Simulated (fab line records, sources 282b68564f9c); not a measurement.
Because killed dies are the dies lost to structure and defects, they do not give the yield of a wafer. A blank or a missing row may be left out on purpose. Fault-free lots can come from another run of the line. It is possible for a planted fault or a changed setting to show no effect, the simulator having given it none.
fab line records | flow rit_cmos
[record] lots = 6 wafers = 18 last_day = 6
route steps=202 shown REOX@100 NLDD@103 PLDD@114 SPACER@125 NSD@131 M1@202
lots untouched by any fault: they come from a run of this same line in which no faults occurred
start_h: hours from the record's opening day to when the first of the lot's shown wafers began | wait_h: hours elapsed since this lot's preceding step | " unchanged from the row above | L1.1+2: a single row standing in for several wafers | - no value, or no start was given | * or withheld: withheld | < > ~ a bound
route shown NAME@n: a module of which the file shows steps, and the number in the route of the first | usual: the fault-free wafers' mean and standard deviation | same: alike in all rows | chamber/n: place in a boat | sites: the reading at each site | _std_site: how widely they spread, as a standard deviation | _edge_site: outer sites' mean less inner sites' | radius_mm: for every site, how far away it sits from the centre of the wafer | mask NAME#n: copy n | behind: the last tool/chamber to shape the wafer | hold: reason for holding the lot/hours on hold/outcome of the hold | device: the transistor (n, p or np) that didn't switch | end of line: at the end of the route, the tests of the same wafers | step lacking rows: just its recipe | killed: at the first sort, the dies lost to defects and structure; wafer yield is something else | map: a wafer's dies, x killed, . not, _ none there
set.NAME: the setting the step ran with; set.NAME@STEP: the setting that earlier step ran with | model.NAME: the simulator's own value behind a step, which no gauge read
a table for each step, a row for each wafer; lots at some steps of the route
services: from which hour (start_h, from the record's first day; less than 0 if before it) a tool's chamber was out of use, for how many hours, and why
[[steps]]
[step RIT_REOX_CLEAN_02]
[recipe] chemistry = SC2 mix = 3:3:50 time_s = 600 temp_c = 75 dry = n2_spin
[step RIT_REOX_OXIDATION_03]
[recipe] temp_c = 900 ambient = O2 target_thk_a = 252 ox_time_s = 5580
[step RIT_REOX_THK_MEAS_04]
[recipe] reads = SiO2_of_REOX_OXIDATION_03
[usual] REOX_OXIDE_THK = 25.1/0.37
// columns lot.wafer tool chamber start_h wait_h REOX_OXIDE_THK[nm]
L387.2 film_metro-01 - 51.16 0.0 25.3
L387.3 " - " " 25.4
L387.5 " - " " 25.0
L391.2 film_metro-03 - 66.42 0.0 25.4
L391.3 " - " " 25.6
L391.6 " - " " 25.9
L395.1 film_metro-03 - 83.58 0.0 24.3
L395.3 " - " " 24.5
L395.5 " - " " 24.3
L396.2 film_metro-01 - 92.75 0.0 24.4
L396.5 " - " " 24.7
L396.6 " - " " 24.8
L400.2 film_metro-03 - 113.41 0.0 24.8
L400.3 " - " " 25.4
L400.4 " - " " 25.3
L402.4 film_metro-03 - 128.51 0.0 24.8
L402.5 " - " " 24.7
L402.6 " - " " 25.2
[step RIT_NLDD_HMDS_00]
[recipe] prime_time_s = 60 prime_temp_c = 140
[step RIT_NLDD_COAT_01]
[recipe] resist = NOVOLAK spin_rpm = 3250 resist_thk_nm = 1000
[step RIT_NLDD_SOFTBAKE_02]
[recipe] resist = NOVOLAK temp_c = 90 time_s = 60
[step RIT_NLDD_EXPOSE_03]
[recipe] mask_id = M7 na = 0.57 target_cd_nm = 40700 dose_mj = 250
[step RIT_NLDD_PEB_04]
[recipe] resist = NOVOLAK temp_c = withheld time_s = withheld
[step RIT_NLDD_DEVELOP_05]
[recipe] resist = NOVOLAK develop_time_s = 50 dev_temp_c = 23
[step RIT_NLDD_OVL_MEAS_06]
[usual] NLDD_OVL = 0.2/1.4
// columns lot.wafer tool chamber start_h wait_h NLDD_OVL[nm]
L387.2 overlay-02 - 52.19 - 0.4
L387.3 " - " " 1.3
L387.5 " - " " 1.5
L391.2 overlay-02 - 67.32 - -0.3
L391.3 " - " " 0.4
L391.6 " - " " 1.3
L395.1 overlay-01 - 84.49 - -0.2
L395.3 " - " " 0.7
L395.5 " - " " 1.1
L396.2 overlay-02 - 93.79 - -0.5
L396.5 " - " " 0.4
L396.6 " - " " -0.9
L400.2 overlay-01 - 114.44 - -1.2
L400.3 " - " " -2.4
L400.4 " - " " -0.2
L402.4 overlay-01 - 129.54 - -1.1
L402.5 " - " " -2.0
L402.6 " - " " -1.2
[step RIT_NLDD_HARDBAKE_07]
[recipe] resist = NOVOLAK temp_c = 140 time_s = 60
[step RIT_NLDD_IMPLANT_08]
[recipe] species = P energy_kev = 20 dose_cm2 = 5e+14 tilt_deg = 7
[step RIT_NLDD_STRIP_09]
[recipe] chemistry = O2 time_s = 180 resist = NOVOLAK platen_temp_c = withheld power_w = 500 pressure_mtorr = 4000 o2_flow_sccm = 4000
[usual] drypump_motor_current_A = 5.98/0.25
[same] time_s = 180
// columns lot.wafer tool chamber start_h wait_h drypump_motor_current_A rf_hours_counter_h
L387.2 plasma_asher-04 1 52.52 0.1 5.89 42
L387.3 " 0 " " 5.78 -
L387.5 " 0 " " 5.78 -
L391.2 plasma_asher-03 0 67.65 0.1 6.42 30
L391.3 " 1 " " 5.92 -
L391.6 " 1 " " 5.91 -
L395.1 plasma_asher-04 1 84.82 0.1 5.87 45
L395.3 " 0 " " 5.79 -
L395.5 " 0 " " 5.80 -
L396.2 plasma_asher-04 1 94.12 0.1 5.86 46
L396.5 " 1 " " 5.88 -
L396.6 " 0 " " 5.77 -
L400.2 plasma_asher-02 1 114.77 0.1 5.58 44
L400.3 " 1 " " 5.62 -
L400.4 " 0 " " 5.82 -
L402.4 plasma_asher-03 1 129.91 0.1 5.91 -
L402.5 " 0 " " 6.40 -
L402.6 " 1 " " 5.92 -
[step RIT_NLDD_TW_MEAS_10]
[usual] NLDD_TW = 2497/21
// columns lot.wafer tool chamber start_h wait_h NLDD_TW
L387.2 film_metro-03 - 52.71 0.1 2508
L387.3 " - " " 2523
L387.5 " - " " 2512
L391.2 film_metro-02 - 67.84 0.1 2498
L391.3 " - " " 2483
L391.6 " - " " 2484
L395.1 film_metro-03 - 85.00 0.1 2531
L395.3 " - " " 2549
L395.5 " - " " 2545
L396.2 film_metro-02 - 94.30 0.1 2516
L396.5 " - " " 2503
L396.6 " - " " 2509
L400.2 film_metro-02 - 114.96 0.1 2493
L400.3 " - " " 2496
L400.4 " - " " 2491
L402.4 film_metro-04 - 130.06 0.1 2473
L402.5 " - " " 2473
L402.6 " - " " 2476
[step RIT_PLDD_HMDS_00]
[recipe] prime_time_s = 60 prime_temp_c = 140
[step RIT_PLDD_COAT_01]
[recipe] resist = NOVOLAK spin_rpm = 3250 resist_thk_nm = 1000
[step RIT_PLDD_SOFTBAKE_02]
[recipe] resist = NOVOLAK temp_c = 90 time_s = 60
[step RIT_PLDD_EXPOSE_03]
[recipe] mask_id = M8 na = 0.57 target_cd_nm = 40900 dose_mj = 250
[step RIT_PLDD_PEB_04]
[recipe] resist = NOVOLAK temp_c = withheld time_s = withheld
[step RIT_PLDD_DEVELOP_05]
[recipe] resist = NOVOLAK develop_time_s = 50 dev_temp_c = 23
[step RIT_PLDD_OVL_MEAS_06]
[usual] PLDD_OVL = -0.2/1.4
// columns lot.wafer tool chamber start_h wait_h PLDD_OVL[nm]
L387.2 overlay-01 - 53.74 - 0.9
L387.3 " - " " 1.6
L387.5 " - " " -0.6
L391.2 overlay-02 - 68.74 - 0.1
L391.3 " - " " -1.1
L391.6 " - " " -0.5
L395.1 overlay-01 - 86.03 - 1.0
L395.3 " - " " -0.1
L395.5 " - " " -0.7
L396.2 overlay-01 - 95.40 - -0.3
L396.5 " - " " -1.5
L396.6 " - " " -1.9
L400.2 overlay-02 - 115.99 - 1.3
L400.3 " - " " 1.5
L400.4 " - " " 2.5
L402.4 overlay-01 - 130.96 - 0.0
L402.5 " - " " 1.0
L402.6 " - " " 1.1
[step RIT_PLDD_HARDBAKE_07]
[recipe] resist = NOVOLAK temp_c = 140 time_s = 60
[step RIT_PLDD_IMPLANT_08]
[recipe] species = BF2 energy_kev = 20 dose_cm2 = 9e+14 tilt_deg = 7
[step RIT_PLDD_STRIP_09]
[recipe] chemistry = O2 time_s = 180 resist = NOVOLAK platen_temp_c = withheld power_w = 500 pressure_mtorr = 4000 o2_flow_sccm = 4000
[usual] drypump_motor_current_A = 5.8/0.47
[same] time_s = 180
// columns lot.wafer tool chamber start_h wait_h drypump_motor_current_A rf_hours_counter_h
L387.2 plasma_asher-01 0 54.07 0.1 4.7 37
L387.3 " 1 " " 6.0 -
L387.5 " 1 " " 6.0 -
L391.2 plasma_asher-02 1 69.07 0.1 5.6 41
L391.3 " 1 " " 5.6 -
L391.6 " 1 " " 5.6 -
L395.1 plasma_asher-01 1 86.37 0.1 6.0 41
L395.3 " 0 " " 4.7 -
L395.5 " 0 " " 4.8 -
L396.2 plasma_asher-03 0 95.73 0.1 6.4 33
L396.5 " 1 " " 5.9 -
L396.6 " 0 " " 6.4 -
L400.2 plasma_asher-03 1 116.32 0.1 5.9 36
L400.3 " 0 " " 6.4 -
L400.4 " 1 " " 5.9 -
L402.4 plasma_asher-03 0 131.33 0.1 6.4 -
L402.5 " 0 " " 6.4 -
L402.6 " 1 " " 5.9 -
[step RIT_PLDD_TW_MEAS_10]
[usual] PLDD_TW = 2354/20
// columns lot.wafer tool chamber start_h wait_h PLDD_TW
L387.2 film_metro-03 - 54.26 0.1 2364
L387.3 " - " " 2370
L387.5 " - " " 2379
L391.2 film_metro-04 - 69.26 0.1 2329
L391.3 " - " " 2343
L391.6 " - " " 2334
L395.1 film_metro-02 - 86.54 0.1 2374
L395.3 " - " " 2354
L395.5 " - " " 2359
L396.2 film_metro-03 - 95.91 0.1 2400
L396.5 " - " " 2393
L396.6 " - " " 2398
L400.2 film_metro-04 - 116.50 0.1 2326
L400.3 " - " " 2325
L400.4 " - " " 2328
L402.4 film_metro-04 - 131.48 0.1 2337
L402.5 " - " " 2336
L402.6 " - " " 2324
[step RIT_SPACER_CLEAN_00]
[recipe] chemistry = SC1 mix = 3:3:50 time_s = 600 temp_c = 75
[step RIT_SPACER_CLEAN_01]
[recipe] chemistry = dHF dilution = 50:1 time_s = 30
[step RIT_SPACER_CLEAN_02]
[recipe] chemistry = SC2 mix = 3:3:50 time_s = 600 temp_c = 75 dry = n2_spin
[step RIT_SPACER_CVD_03]
[recipe] material = Si3N4 target_thk_nm = 250 temp_c = 810 precursor = SiH2Cl2/NH3 time_s = 3300 pressure_mtorr = 300 sih2cl2_flow_sccm = 60 nh3_flow_sccm = 150
[step RIT_SPACER_THK_MEAS_04]
[recipe] reads = Si3N4_of_SPACER_CVD_03
[usual] SPACER_NITRIDE_THK = 249.0/2.5
// columns lot.wafer tool chamber start_h wait_h SPACER_NITRIDE_THK[nm]
L387.2 film_metro-04 - 56.62 0.0 246.8
L387.3 " - " " 248.3
L387.5 " - " " 247.8
L391.2 film_metro-02 - 71.60 0.0 248.4
L391.3 " - " " 247.8
L391.6 " - " " 246.8
L395.1 film_metro-01 - 88.92 0.0 248.2
L395.3 " - " " 249.3
L395.5 " - " " 249.0
L396.2 film_metro-04 - 98.27 0.0 248.8
L396.5 " - " " 248.3
L396.6 " - " " 246.7
L400.2 film_metro-02 - 118.86 0.0 250.0
L400.3 " - " " 249.2
L400.4 " - " " 249.7
L402.4 film_metro-04 - 133.86 0.0 247.4
L402.5 " - " " 249.9
L402.6 " - " " 248.9
[step RIT_SPACER_ETCHBACK_05]
[recipe] target_depth_a = 2500 SF6_flow_sccm = 30 CHF3_flow_sccm = 30 target = Si3N4 chemistry = SF6/CHF3 pressure_mtorr = 40 rf_w = 250 time_s = 240 stop_on = SiO2
[usual] drypump_motor_current_A = 5.4/0.36 oes_product_au = 0.840/0.015 throttle_valve_pct = 10.27/0.15
[same] time_s = 240
// columns lot.wafer tool chamber start_h wait_h drypump_motor_current_A oes_product_au rf_hours_counter_h throttle_valve_pct
L387.2 rie_diel-02 2 56.67 0.0 4.7 0.857 16 10.37
L387.3 " 0 " " 5.4 0.828 68 10.24
L387.5 " 1 " " 5.4 0.848 - 10.30
L391.2 rie_diel-02 0 71.65 0.0 5.4 0.820 69 10.24
L391.3 " 1 " " 5.3 0.850 43 10.27
L391.6 " 1 " " 5.4 0.842 - 10.27
L395.1 rie_diel-03 0 88.98 0.1 5.3 0.820 138 10.04
L395.3 " 3 " " 5.8 0.856 100 10.26
L395.5 " 2 " " 5.1 0.812 - 10.34
L396.2 rie_diel-04 1 98.32 0.0 5.8 0.838 90 9.99
L396.5 " 0 " " 5.5 0.848 - 10.30
L396.6 " 1 " " 5.8 0.823 - 9.98
L400.2 rie_diel-04 1 118.91 0.0 5.8 0.835 90 9.99
L400.3 " 2 " " 6.0 0.839 1 10.26
L400.4 " 0 " " 5.5 0.852 113 10.28
L402.4 rie_diel-02 1 133.89 0.0 5.4 0.838 44 10.28
L402.5 " 3 " " 4.9 0.831 - 10.55
L402.6 " 0 " " 5.4 0.824 - 10.24
[step RIT_NSD_HMDS_00]
[recipe] prime_time_s = 60 prime_temp_c = 140
[step RIT_NSD_COAT_01]
[recipe] resist = NOVOLAK spin_rpm = 3250 resist_thk_nm = 1000
[step RIT_NSD_SOFTBAKE_02]
[recipe] resist = NOVOLAK temp_c = 90 time_s = 60
[step RIT_NSD_EXPOSE_03]
[recipe] mask_id = M9 na = 0.57 target_cd_nm = 40700 dose_mj = 250
[step RIT_NSD_PEB_04]
[recipe] resist = NOVOLAK temp_c = withheld time_s = withheld
[step RIT_NSD_DEVELOP_05]
[recipe] resist = NOVOLAK develop_time_s = 50 dev_temp_c = 23
[step RIT_NSD_OVL_MEAS_06]
[usual] NSD_OVL = -0.5/1.2
// columns lot.wafer tool chamber start_h wait_h NSD_OVL[nm]
L387.2 overlay-02 - 57.80 - -1.6
L387.3 " - " " -1.2
L387.5 " - " " -1.3
L391.2 overlay-02 - 72.66 - -0.8
L391.3 " - " " 1.3
L391.6 " - " " 0.0
L395.1 overlay-01 - 89.98 - -1.1
L395.3 " - " " -0.8
L395.5 " - " " -1.2
L396.2 overlay-01 - 99.50 - -1.4
L396.5 " - " " 0.1
L396.6 " - " " -0.9
L400.2 overlay-02 - 120.14 - 0.9
L400.3 " - " " 1.1
L400.4 " - " " 2.7
L402.4 overlay-01 - 135.03 - -0.8
L402.5 " - " " -0.8
L402.6 " - " " -1.3
[step RIT_NSD_HARDBAKE_07]
[recipe] resist = NOVOLAK temp_c = 140 time_s = 60
[step RIT_NSD_IMPLANT_08]
[recipe] species = P energy_kev = 25 dose_cm2 = 1e+15 tilt_deg = 7
[step RIT_NSD_STRIP_09]
[recipe] chemistry = O2 time_s = 180 resist = NOVOLAK platen_temp_c = withheld power_w = 500 pressure_mtorr = 4000 o2_flow_sccm = 4000
[usual] drypump_motor_current_A = 5.6/0.44
[same] time_s = 180
// columns lot.wafer tool chamber start_h wait_h drypump_motor_current_A rf_hours_counter_h
L387.2 plasma_asher-04 1 58.13 0.1 5.9 42
L387.3 " 0 " " 5.8 -
L387.5 " 1 " " 5.9 -
L391.2 plasma_asher-02 0 73.01 0.1 5.8 41
L391.3 " 0 " " 5.8 -
L391.6 " 1 " " 5.6 -
L395.1 plasma_asher-04 0 90.32 0.1 5.8 46
L395.3 " 0 " " 5.8 -
L395.5 " 0 " " 5.8 -
L396.2 plasma_asher-02 0 99.83 0.1 5.8 43
L396.5 " 0 " " 5.8 -
L396.6 " 1 " " 5.6 -
L400.2 plasma_asher-01 1 120.47 0.1 6.0 45
L400.3 " 0 " " 4.8 -
L400.4 " 1 " " 6.0 -
L402.4 plasma_asher-02 1 135.41 0.1 5.6 -
L402.5 " 1 " " 5.6 -
L402.6 " 0 " " 5.8 -
[step RIT_NSD_TW_MEAS_10]
[usual] NSD_TW = 3132/26
// columns lot.wafer tool chamber start_h wait_h NSD_TW
L387.2 film_metro-02 - 58.31 0.1 3126
L387.3 " - " " 3118
L387.5 " - " " 3117
L391.2 film_metro-02 - 73.20 0.1 3143
L391.3 " - " " 3158
L391.6 " - " " 3132
L395.1 film_metro-02 - 90.49 0.1 3143
L395.3 " - " " 3127
L395.5 " - " " 3124
L396.2 film_metro-03 - 100.01 0.1 3141
L396.5 " - " " 3188
L396.6 " - " " 3153
L400.2 film_metro-02 - 120.66 0.1 3127
L400.3 " - " " 3133
L400.4 " - " " 3101
L402.4 film_metro-03 - 135.55 0.1 3175
L402.5 " - " " 3157
L402.6 " - " " 3174
[step RIT_M1_PROBE_99]
[usual] killed_at_M0_to_M3 = 0.0/0.083 killed_at_front_end = 6.6/2.7 killed_dies = 6.7/2.7 killed_on_rim = 1.7/1.4 killed_open = 3.4/2 killed_short = 3.2/1.8
[same] gross_dies = 264 killed_at_M4_up = 0 killed_at_back_side = 0 killed_at_contacts = 0 killed_at_other = 0
// columns lot.wafer tool chamber start_h wait_h hold killed_at_M0_to_M3 killed_at_front_end killed_dies killed_on_rim killed_open killed_short
L387.2 prober-02 - 68.29 0.1 - 0 4 4 2 3 1
L387.3 prober-02 - 68.34 0.2 - 0 8 8 3 2 6
L387.5 prober-02 - 68.44 0.2 - 0 6 6 3 3 3
L391.2 prober-02 - 82.70 0.1 - 0 6 6 0 3 3
L391.3 prober-02 - 82.75 0.2 - 0 6 6 1 3 3
L391.6 prober-02 - 82.90 0.2 - 0 5 5 1 5 0
L395.1 prober-02 - 99.66 0.1 await_dispo/0.9h/release 0 33 33 7 5 0
L395.3 prober-02 - 99.76 0.2 await_dispo/0.9h/release 0 22 22 10 1 3
L395.5 prober-02 - 99.86 0.2 await_dispo/0.9h/release 0 22 22 13 3 2
L396.2 prober-01 - 109.31 0.1 await_dispo/2.6h/release 0 38 38 11 3 2
L396.5 prober-01 - 109.46 0.2 await_dispo/2.6h/release 0 38 38 6 3 1
L396.6 prober-01 - 109.51 0.2 await_dispo/2.6h/release 0 22 22 9 3 3
L400.2 prober-01 - 130.18 0.1 - 0 6 6 2 3 3
L400.3 prober-01 - 130.23 0.2 - 1 4 5 3 2 3
L400.4 prober-01 - 130.28 0.2 - 0 6 6 1 2 4
L402.4 prober-01 - 145.31 0.2 - 0 4 4 0 1 1
L402.5 prober-01 - 145.36 0.2 - 0 10 10 3 2 6
L402.6 prober-01 - 145.41 0.2 - 0 8 8 2 5 2
// killed by level:class
L387.2 SPACER:geometric_particle:open=2 FOX2:geometric_particle:short=1 GATE:geometric_particle:open=1
L387.3 GATE:geometric_particle:short=4 GATE:geometric_particle:open=2 REOX:geometric_particle:short=1 SILICIDE:geometric_particle:short=1
L387.5 SPACER:geometric_particle:short=2 SILICIDE:geometric_particle:open=2 SPACER:geometric_particle:open=1 SILICIDE:geometric_particle:short=1
L391.2 GATE:geometric_particle:short=2 GATE:geometric_particle:open=2 FOX1:geometric_particle:open=1 SPACER:geometric_particle:short=1
L391.3 GATE:geometric_particle:open=2 FOX1:geometric_particle:short=1 FOX2:geometric_particle:short=1 SPACER:geometric_particle:short=1 SILICIDE:geometric_particle:open=1
L391.6 FOX1:geometric_particle:open=2 REOX:geometric_particle:open=2 FOX2:geometric_particle:open=1
L395.1 NLDD:unspecified=28 GATE:geometric_particle:open=4 REOX:geometric_particle:open=1
L395.3 NLDD:unspecified=18 FOX2:geometric_particle:short=1 GATE:geometric_particle:short=1 SPACER:geometric_particle:open=1 SILICIDE:geometric_particle:short=1
L395.5 NLDD:unspecified=17 GATE:geometric_particle:short=2 FOX2:geometric_particle:open=1 GATE:geometric_particle:open=1 SILICIDE:geometric_particle:open=1
L396.2 NLDD:unspecified=33 FOX1:geometric_particle:short=1 FOX1:geometric_particle:open=1 FOX2:geometric_particle:short=1 FOX2:geometric_particle:open=1 REOX:geometric_particle:open=1
L396.5 NLDD:unspecified=34 GATE:geometric_particle:open=2 FOX1:geometric_particle:short=1 FOX1:geometric_particle:open=1
L396.6 NLDD:unspecified=16 GATE:geometric_particle:open=3 FOX2:geometric_particle:short=1 GATE:geometric_particle:short=1 SPACER:geometric_particle:short=1
L400.2 GATE:geometric_particle:short=2 FOX1:geometric_particle:open=1 FOX2:geometric_particle:open=1 SPACER:geometric_particle:open=1 SILICIDE:geometric_particle:short=1
L400.3 GATE:geometric_particle:short=2 GATE:geometric_particle:open=1 SILICIDE:geometric_particle:open=1 M1:geometric_particle:short=1
L400.4 REOX:geometric_particle:short=3 GATE:geometric_particle:short=1 REOX:geometric_particle:open=1 SPACER:geometric_particle:open=1
L402.4 NSD:coat_microbubble_printed=2 FOX2:geometric_particle:short=1 SILICIDE:geometric_particle:open=1
L402.5 REOX:geometric_particle:short=3 GATE:geometric_particle:short=2 NSD:coat_microbubble_printed=2 ACTIVE:geometric_particle:open=1 FOX1:geometric_particle:short=1 GATE:geometric_particle:open=1
L402.6 FOX1:geometric_particle:open=2 FOX2:geometric_particle:open=2 FOX1:geometric_particle:short=1 GATE:geometric_particle:open=1 GATE:geometric_particle:short=1 NSD:coat_microbubble_printed=1
// map L395.1 (x killed, . not)
________......._______
_____.............____
____...............___
___.................__
__..................._
__..................._
_..x................x.
_.....x...............
_....x................
_....xxx..............
__..xxxxx............_
__..xxxxx.xx........._
___xxxxxx.........x.__
____xxxxxx.........___
_____x............____
________......._______
// map L396.2 (x killed, . not)
________...x..._______
_____.............____
____...............___
___.................__
__x.....x............_
__...x..............._
_.....................
_.....................
_.....x...............
_..xxxx.x.............
__x..xxxx............_
__xxxxxxxx..........._
___.xxxxxxx.........__
____xxxxx..........___
_____xx...........____
________x......_______
[[services]]
// columns tool chamber start_h hours kind
plasma_asher-02 - 30.61 0.4 repair
rie_diel-02 1 34.90 8.6 repair
rie_diel-04 3 43.40 5.6 repair
rie_diel-03 2 55.07 1.8 repair
rie_diel-02 3 55.30 32.9 repair
rie_diel-04 2 63.99 - clean
rie_diel-04 2 63.99 14.8 scheduled_down
rie_diel-04 2 63.99 14.8 vent_cycle
rie_diel-04 - 78.62 0.8 repair
rie_diel-03 1 81.68 - clean
rie_diel-03 1 81.68 24.8 scheduled_down
rie_diel-03 1 81.68 24.8 vent_cycle
plasma_asher-02 - 83.87 14.6 pm
rie_diel-02 0 89.08 2.4 repair
plasma_asher-01 - 103.33 0.4 repair
plasma_asher-04 - 108.75 9.0 pm
plasma_asher-04 0 108.75 9.0 vent_cycle
plasma_asher-04 1 108.75 9.0 vent_cycle
plasma_asher-04 0 117.75 - clean
plasma_asher-04 1 117.75 - clean
[[key]]
[first_sign] step = RIT_M1_PROBE_99 reading = killed_dies direction = up sigmas = 8.3 usual = 6.7 struck = 29.2
[effect] step = RIT_M1_PROBE_99 reading = killed_at_front_end direction = up sigmas = 8.2 usual = 6.6 struck = 29.2
met_at RIT_NLDD_STRIP_09
struck_wafers L395.1,L395.3,L395.5,L396.2,L396.5,L396.6
tester_left_out L395,L396
onset_between 52.52 84.82
[fault] kind = chamber_particle_source tool = plasma_asher-04 chamber = - onset_h = 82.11 steps = RIT_NLDD_STRIP_09 rate_per_visit_cm2 = 0.86233 end_h = 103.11
// tester_left_out: of these lots the tester's yield and bins aren't shown, on N5 and GAA mostly nor the transistor test; their killed dies are dies lost to structure and defects alone, not to doping, threshold or leakage, so they don't give the yield
